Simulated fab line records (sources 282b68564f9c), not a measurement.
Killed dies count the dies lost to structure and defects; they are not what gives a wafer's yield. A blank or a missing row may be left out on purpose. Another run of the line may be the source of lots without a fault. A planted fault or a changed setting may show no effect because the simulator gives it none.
2 desks looking at one fault	flow rit cmos	numbers are kept per desk, each desk with only its own; the story behind them comes last

== TOOL OWNER'S DESK, pecvd-04 ==
The tool's own readings at RIT_CONTACT_CVD_00 (deposits SiO2 from TEOS, target thk 400 nm, time 61 s): means of the sampled wafers that have a number, for each lot that ran on this tool. Any lot whose mean is over 4 standard deviations away from the usual mean is out of limits and marked OUT; that distance is given in the brackets.
Columns: A = heater power w at RIT_CONTACT_CVD_00, usual 305 W; B = rf fwd power W at RIT_CONTACT_CVD_00, usual 396.6 W
lot	first seen here	A	B
L527	day 4 05:43	298	398.2
L533	day 5 12:22	353	396.6
L545	day 7 22:01	303	396.0
Finding of this desk: none of the 3 lots has anything out of limits.

== METROLOGY DESK ==
What the gauges read for every lot (on any tool): the sampled wafers with a number, averaged. Any lot whose mean is over 4 standard deviations away from the usual mean is out of limits and marked OUT; that distance is given in the brackets.
Columns: A = M1_BOW at RIT_M1_BOW_MEAS_16, usual 17 um
lot	first seen here	A
L522	day 3 14:45	17
L527	day 4 12:24	14
L528	day 4 17:38	22
L533	day 5 19:28	20
L534	day 5 23:31	12
L535	day 6 03:33	21
L537	day 6 14:49	24
L538	day 6 18:29	14
L540	day 7 04:31	21
L541	day 7 09:34	19
L543	day 7 18:16	18
L544	day 7 23:44	12
L545	day 8 04:34	20
Finding of this desk: none of the 13 lots has anything out of limits.

== BROUGHT TOGETHER ==
The desk of the tool owner found nothing out of limits.
The metrology desk saw nothing out of limits.

== WHAT HAD BEEN PUT IN BY THE SIMULATOR ==
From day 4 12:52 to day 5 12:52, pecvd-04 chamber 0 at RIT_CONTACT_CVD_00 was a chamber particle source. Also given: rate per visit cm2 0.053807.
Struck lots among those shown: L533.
